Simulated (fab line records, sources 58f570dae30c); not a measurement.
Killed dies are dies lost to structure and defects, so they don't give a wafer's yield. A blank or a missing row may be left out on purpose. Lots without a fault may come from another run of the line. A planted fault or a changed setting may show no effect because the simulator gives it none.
A struck lot beside a sound one | flow berkeley_cmos170 | 44 steps out of a route of 331
Sound: wafers L775.1, L775.2, L775.5. Struck: wafers L782.4, L782.5, L782.6. The cause comes at the end.
At each step with rows: each side's tool, then ch and its chambers, then its first start. Under that, the readings that differ: sound wafers | struck wafers | difference of the means | sigmas: that difference in standard deviations of wafers without a fault.
alike: readings whose means differ by less than 2 such deviations, and words and numbers that are the same on both sides. not compared: withheld readings, readings that some wafer has no value for, bounds like >300 that may hide the same value, and numbers for which the record gives no deviation and whose values overlap.
The two part at a step that has a row with sigmas, a row that says differs or no value, or rows on one side only. Numbers that don't overlap but have no deviation are shown without sigmas and don't part them. A reading that every wafer of one side lacks parts them only if that side has two wafers or more.

first, 7 steps without rows for these wafers: UCB170_ACTIVE_CLEAN_17 (cleans in SPM, time 600 s); UCB170_PFIELD_HMDS_00 (prime time 60 s); UCB170_PFIELD_COAT_01 (resist thk 900 nm); UCB170_PFIELD_SOFTBAKE_02 (time 60 s); UCB170_PFIELD_EXPOSE_03 (exposes mask PFIELD, target cd 1500 nm); UCB170_PFIELD_PEB_04; UCB170_PFIELD_DEVELOP_05 (develop time 45 s).
UCB170_PFIELD_OVL_MEAS_06:
  sound on overlay-01, day 5 11:34; struck on overlay-02, day 6 18:40
  alike: PFIELD_OVL
then, 1 step without rows for these wafers: UCB170_PFIELD_IMPLANT_07.
UCB170_PFIELD_STRIP_08: strips in O2.
  sound on plasma_asher-01 ch 0,1, day 5 11:46; struck on plasma_asher-02 ch 0,1, day 6 18:52
  alike: chamber_pressure_mTorr, drypump_motor_current_A, oes_product_au, strip_time_to_endpoint_s
  not compared: rf_hours_counter_h
UCB170_PFIELD_TW_MEAS_09:
  sound on film_metro-01, day 5 11:52; struck on film_metro-03, day 6 18:58
  reading   | sound       | struck      | difference | sigmas
  PFIELD_TW | 607 610 606 | 589 591 587 | -19        | -2
then, 1 step without rows for these wafers: UCB170_FIELD_CLEAN_00 (cleans in dHF, time 7.5 s).
UCB170_FIELD_OXIDATION_01: target thk 558.3 nm, ox time 7200 s.
  sound on furnace-04 ch 0, day 5 13:46; struck on furnace-04 ch 0, day 6 21:21
  reading                                      | sound                | struck               | difference | sigmas
  spike_tc_centre_C (C)                        | 1001.8 1001.3 1003.7 | 1011.1 1012.0 1010.2 | +8.8       | +9
  spike_tc_load_C (C)                          | 1027.4 1027.5 1025.9 | 1035.3 1034.5 1035.6 | +8.2       | +8
  spike_tc_source_C (C)                        | 1025.3 1022.5 1024.4 | 1032.0 1030.7 1031.9 | +7.5       | +5
  tube_center_temp_C (C)                       | 999.91 999.86 999.88 | 1008.1 1007.7 1008   | +8.1       | +88
  tube_center_temp_C_max                       | 1002.3 1002.1 1003.0 | 1010.2 1009.9 1010.7 | +7.8       | +18
  model.SiO2_of_FIELD_OXIDATION_01.thk_nm (nm) | 570.9 573.3 570      | 583.2 591.2 578      | +12.7      |
UCB170_FIELD_THK_MEAS_02:
  sound on film_metro-03, day 5 16:46; struck on film_metro-03, day 7 00:26
  alike: FIELD_OXIDE_THK
then, 3 steps without rows for these wafers: UCB170_FIELD_ANNEAL_03 (time 1200 s); UCB170_FIELD_WET_ETCH_04 (etches SiO2 in dHF, time 61.03 s); UCB170_FIELD_WET_ETCH_05 (etches Si3N4 in H3PO4, time 12600 s).
UCB170_FIELD_WET_ETCH_06: etches SiO2 in BOE, time 22 s.
  sound on wet_bench-04 ch 1, day 6 00:39; struck on wet_bench-04 ch 0, day 7 09:34
  reading                                      | sound             | struck          | difference | sigmas
  model.SiO2_of_FIELD_OXIDATION_01.thk_nm (nm) | 455.3 457.9 454.4 | 466.5 474.6 461 | +11.5      |
UCB170_FIELD_THK_MEAS_90:
  sound on film_metro-03, day 6 00:40; struck on film_metro-02, day 7 09:37
  alike: FIELD_OXIDE_LEFT_1_THK
then, 2 steps without rows for these wafers: UCB170_SACOX_CLEAN_00 (cleans in dHF, time 7.5 s); UCB170_SACOX_OXIDATION_01 (target thk 14.4 nm, ox time 2400 s).
UCB170_SACOX_THK_MEAS_02:
  sound on film_metro-04, day 6 05:53; struck on film_metro-01, day 7 15:31
  alike: SACOX_OXIDE_THK
then, 2 steps without rows for these wafers: UCB170_SCREENOX_WET_ETCH_00 (etches SiO2 in dHF, time 200 s); UCB170_SCREENOX_OXIDATION_01 (target thk 14.4 nm, ox time 2400 s).
UCB170_SCREENOX_THK_MEAS_02:
  sound on film_metro-03, day 6 11:29; struck on film_metro-01, day 7 21:32
  alike: SCREENOX_OXIDE_THK
then, 3 steps without rows for these wafers: UCB170_SCREENOX_ANNEAL_03 (time 900 s); UCB170_NVT_HMDS_00 (prime time 60 s); UCB170_NVT_COAT_01 (resist thk 900 nm).
UCB170_NVT_SOFTBAKE_02: time 62.46 s.
  sound on litho_track-04 ch 0, day 6 17:26; struck on litho_track-03 ch 0, day 8 03:26
  alike: plate_sensor_t_centre_C, plate_sensor_t_edge_C
then, 3 steps without rows for these wafers: UCB170_NVT_EXPOSE_03 (exposes mask PWELL, target cd 3000 nm); UCB170_NVT_PEB_04; UCB170_NVT_DEVELOP_05 (develop time 45 s).
UCB170_NVT_OVL_MEAS_06:
  sound on overlay-01, day 6 19:02; struck on overlay-02, day 8 03:55
  alike: NVT_OVL
then, 1 step without rows for these wafers: UCB170_NVT_IMPLANT_07.
UCB170_NVT_STRIP_08: strips in O2.
  sound on plasma_asher-04 ch 0,1, day 6 19:13; struck on plasma_asher-03 ch 0,1, day 8 04:08
  alike: chamber_pressure_mTorr, drypump_motor_current_A, oes_product_au, strip_time_to_endpoint_s
  not compared: rf_hours_counter_h
UCB170_NVT_TW_MEAS_09:
  sound on film_metro-02, day 6 19:19; struck on film_metro-02, day 8 04:13
  alike: NVT_TW
then, 6 steps without rows for these wafers: UCB170_NVT_CLEAN_10 (cleans in SPM, time 600 s); UCB170_PVT_HMDS_00 (prime time 60 s); UCB170_PVT_COAT_01 (resist thk 900 nm); UCB170_PVT_SOFTBAKE_02 (time 60 s); UCB170_PVT_EXPOSE_03 (exposes mask NWELL, target cd 3000 nm); UCB170_PVT_PEB_04.
UCB170_FIELD_THK_MEAS_91:
  sound on film_metro-04, day 6 21:26; struck on film_metro-04, day 8 06:10
  alike: FIELD_OXIDE_LEFT_2_THK
-- the record jumps here: 2 days lie between the struck wafers' starts before and after (it left off in module FIELD and takes up again in module M3, whose first step shown is number 331 of the route) --
UCB170_M3_PROBE_99:
  sound on prober-02, day 9 05:11; struck on prober-02, day 10 12:20
  reading                      | sound          | struck         | difference | sigmas
  model.etest.pldd.line_ohm_um | 1868 1871 1887 | 1915 1944 1922 | +52        |
  not compared: model.etest.nldd.line_ohm_um, model.etest.nldd.width_nm, model.etest.pldd.width_nm, model.etest.nmos_narrow.drive_ua_um, model.etest.pmos_narrow.drive_ua_um, model.etest.iso_pplus_pwell.bv_v, model.etest.field_p.vt_v

WHERE THEY PART
First at UCB170_PFIELD_TW_MEAS_09; last, within this record, at UCB170_FIELD_OXIDATION_01. Later steps at which nothing parts them and some readings are alike: UCB170_FIELD_THK_MEAS_02, UCB170_FIELD_THK_MEAS_90, UCB170_SACOX_THK_MEAS_02, UCB170_SCREENOX_THK_MEAS_02, UCB170_NVT_SOFTBAKE_02, UCB170_NVT_OVL_MEAS_06, UCB170_NVT_STRIP_08, UCB170_NVT_TW_MEAS_09, UCB170_FIELD_THK_MEAS_91.

WHY: what the simulator had put in
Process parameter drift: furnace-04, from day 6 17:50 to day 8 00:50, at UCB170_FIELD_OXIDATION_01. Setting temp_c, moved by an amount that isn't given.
